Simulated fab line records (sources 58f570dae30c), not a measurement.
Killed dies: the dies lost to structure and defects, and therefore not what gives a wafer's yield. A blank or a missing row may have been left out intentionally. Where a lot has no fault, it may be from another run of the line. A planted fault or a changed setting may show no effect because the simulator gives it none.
Lot-split experiment || flow berkeleyCmos170 || on a route of 331 steps: 5 lots, 23 wafers read

## THE SPLIT
At UCB170_NLDD_EXPOSE_03 (exposes mask NSELECT, target cd 1200 nm), the setting doseMj was moved away from the recipe's 30 on 8 of the 23 wafers read, by -2.8% to +6.1%. The other wafers ran this setting at the recipe's value.

## FROM THE SPLIT TO THE READING: what the file shows between them, 2 steps
- UCB170_NLDD_PEB_04
- UCB170_NLDD_DEVELOP_05: develop time 45 s

## THE READING
Shown in nm: cdNm at UCB170_NLDD_CD_MEAS_06, with target cd 1200 nm. Typical for fault-free wafers on this fab line: 1200.0 nm, with standard deviation 1.2 nm.

{"wafer": "L077.1", "tool, chamber at the split": "krfScanner-01, 0", "doseMj as run": 30, "against the recipe": "recipe", "cdNm, nm": 1199.0, "against lot-mates on the recipe": "-"}
{"wafer": "L077.2", "tool, chamber at the split": "krfScanner-01, 0", "doseMj as run": 29.27, "against the recipe": "-2.4%", "cdNm, nm": 1193.2, "against lot-mates on the recipe": -5.7}
{"wafer": "L077.3", "tool, chamber at the split": "krfScanner-01, 0", "doseMj as run": 30, "against the recipe": "recipe", "cdNm, nm": 1198.8, "against lot-mates on the recipe": "-"}
{"wafer": "L077.4", "tool, chamber at the split": "krfScanner-01, 0", "doseMj as run": 29.27, "against the recipe": "-2.4%", "cdNm, nm": 1194.1, "against lot-mates on the recipe": -4.8}
{"wafer": "L077.6", "tool, chamber at the split": "krfScanner-01, 0", "doseMj as run": 29.27, "against the recipe": "-2.4%", "cdNm, nm": 1194.2, "against lot-mates on the recipe": -4.7}
{"wafer": "L076.1", "tool, chamber at the split": "krfScanner-02, 0", "doseMj as run": 30, "against the recipe": "recipe", "cdNm, nm": 1200.2, "against lot-mates on the recipe": "-"}
{"wafer": "L076.3", "tool, chamber at the split": "krfScanner-02, 0", "doseMj as run": 30, "against the recipe": "recipe", "cdNm, nm": 1201.7, "against lot-mates on the recipe": "-"}
{"wafer": "L076.4", "tool, chamber at the split": "krfScanner-02, 0", "doseMj as run": 30, "against the recipe": "recipe", "cdNm, nm": 1201.8, "against lot-mates on the recipe": "-"}
{"wafer": "L076.5", "tool, chamber at the split": "krfScanner-02, 0", "doseMj as run": 30, "against the recipe": "recipe", "cdNm, nm": 1201.6, "against lot-mates on the recipe": "-"}
{"wafer": "L076.6", "tool, chamber at the split": "krfScanner-02, 0", "doseMj as run": 30, "against the recipe": "recipe", "cdNm, nm": 1200.6, "against lot-mates on the recipe": "-"}
{"wafer": "L079.2", "tool, chamber at the split": "krfScanner-02, 0", "doseMj as run": 29.17, "against the recipe": "-2.8%", "cdNm, nm": 1195.9, "against lot-mates on the recipe": -4.8}
{"wafer": "L079.3", "tool, chamber at the split": "krfScanner-02, 0", "doseMj as run": 29.17, "against the recipe": "-2.8%", "cdNm, nm": 1197.5, "against lot-mates on the recipe": -3.2}
{"wafer": "L079.4", "tool, chamber at the split": "krfScanner-02, 0", "doseMj as run": 30, "against the recipe": "recipe", "cdNm, nm": 1200.6, "against lot-mates on the recipe": "-"}
{"wafer": "L079.5", "tool, chamber at the split": "krfScanner-02, 0", "doseMj as run": 29.17, "against the recipe": "-2.8%", "cdNm, nm": 1193.5, "against lot-mates on the recipe": -7.2}
{"wafer": "L079.6", "tool, chamber at the split": "krfScanner-02, 0", "doseMj as run": 30, "against the recipe": "recipe", "cdNm, nm": 1200.7, "against lot-mates on the recipe": "-"}
{"wafer": "L082.2", "tool, chamber at the split": "krfScanner-01, 0", "doseMj as run": 30, "against the recipe": "recipe", "cdNm, nm": 1198.2, "against lot-mates on the recipe": "-"}
{"wafer": "L082.3", "tool, chamber at the split": "krfScanner-01, 0", "doseMj as run": 30, "against the recipe": "recipe", "cdNm, nm": 1199.8, "against lot-mates on the recipe": "-"}
{"wafer": "L082.6", "tool, chamber at the split": "krfScanner-01, 0", "doseMj as run": 30, "against the recipe": "recipe", "cdNm, nm": 1198.5, "against lot-mates on the recipe": "-"}
{"wafer": "L084.1", "tool, chamber at the split": "krfScanner-01, 0", "doseMj as run": 30, "against the recipe": "recipe", "cdNm, nm": 1200.7, "against lot-mates on the recipe": "-"}
{"wafer": "L084.3", "tool, chamber at the split": "krfScanner-01, 0", "doseMj as run": 31.83, "against the recipe": "+6.1%", "cdNm, nm": 1210.8, "against lot-mates on the recipe": "+10.3"}
{"wafer": "L084.4", "tool, chamber at the split": "krfScanner-01, 0", "doseMj as run": 31.83, "against the recipe": "+6.1%", "cdNm, nm": 1211.4, "against lot-mates on the recipe": "+10.9"}
{"wafer": "L084.5", "tool, chamber at the split": "krfScanner-01, 0", "doseMj as run": 30, "against the recipe": "recipe", "cdNm, nm": 1199.7, "against lot-mates on the recipe": "-"}
{"wafer": "L084.6", "tool, chamber at the split": "krfScanner-01, 0", "doseMj as run": 30, "against the recipe": "recipe", "cdNm, nm": 1201.0, "against lot-mates on the recipe": "-"}

THE FIT
A straight line over all 23 wafers: cdNm changes by +1.88 nm for each +1% of doseMj; r = +0.96; the points scatter about the line by 1.4 nm.
The same after taking each lot's own level away (the mean of its wafers on the recipe; 23 wafers): +1.81 nm for each +1%; r = +0.98; scatter 0.84 nm.
Per that fit: largest doseMj move, reading shift of 11 nm.
Across the lots, their own levels run from 1198.83 to 1201.18 nm, a range of 2.0 times the standard deviation given above.
Hence the lot-to-lot level has little effect on the slope; both slopes agree.
Check: +11.2 nm against its lot-mates is what the line predicts for one of the wafers moved furthest among these (+6.1%) when that wafer is left out of the fit. It came out at +10.3 nm against them.

## FURTHER SPLITS ON THESE WAFERS
These wafers also went through other splits before the reading. Each is held against what the fit with the lots' levels taken away leaves over:
{"other split on the same wafers": "UCB170_ZERO_ETCH_06 overEtchFrac", "wafers away from the commonest value": 8, "r with cdNm (lot level and that fit taken away)": "+0.00"}
{"other split on the same wafers": "UCB170_NWELL_IMPLANT_14 energyKev", "wafers away from the commonest value": 10, "r with cdNm (lot level and that fit taken away)": -0.19}
{"other split on the same wafers": "UCB170_PWELL_CVD_05 tempC", "wafers away from the commonest value": 15, "r with cdNm (lot level and that fit taken away)": -0.07}
{"other split on the same wafers": "UCB170_PWELL_IMPLANT_15 energyKev", "wafers away from the commonest value": 9, "r with cdNm (lot level and that fit taken away)": "+0.01"}
{"other split on the same wafers": "UCB170_FIELD_OXIDATION_01 tempC", "wafers away from the commonest value": 15, "r with cdNm (lot level and that fit taken away)": "+0.05"}
{"other split on the same wafers": "UCB170_SCREENOX_OXIDATION_01 oxTimeS", "wafers away from the commonest value": 18, "r with cdNm (lot level and that fit taken away)": "+0.09"}
{"other split on the same wafers": "UCB170_PVT_IMPLANT_07 energyKev", "wafers away from the commonest value": 3, "r with cdNm (lot level and that fit taken away)": "+0.39"}

## THE FILE'S OWN FIT
cdNm changes by +1.79 nm for each +1% of doseMj, r = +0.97.
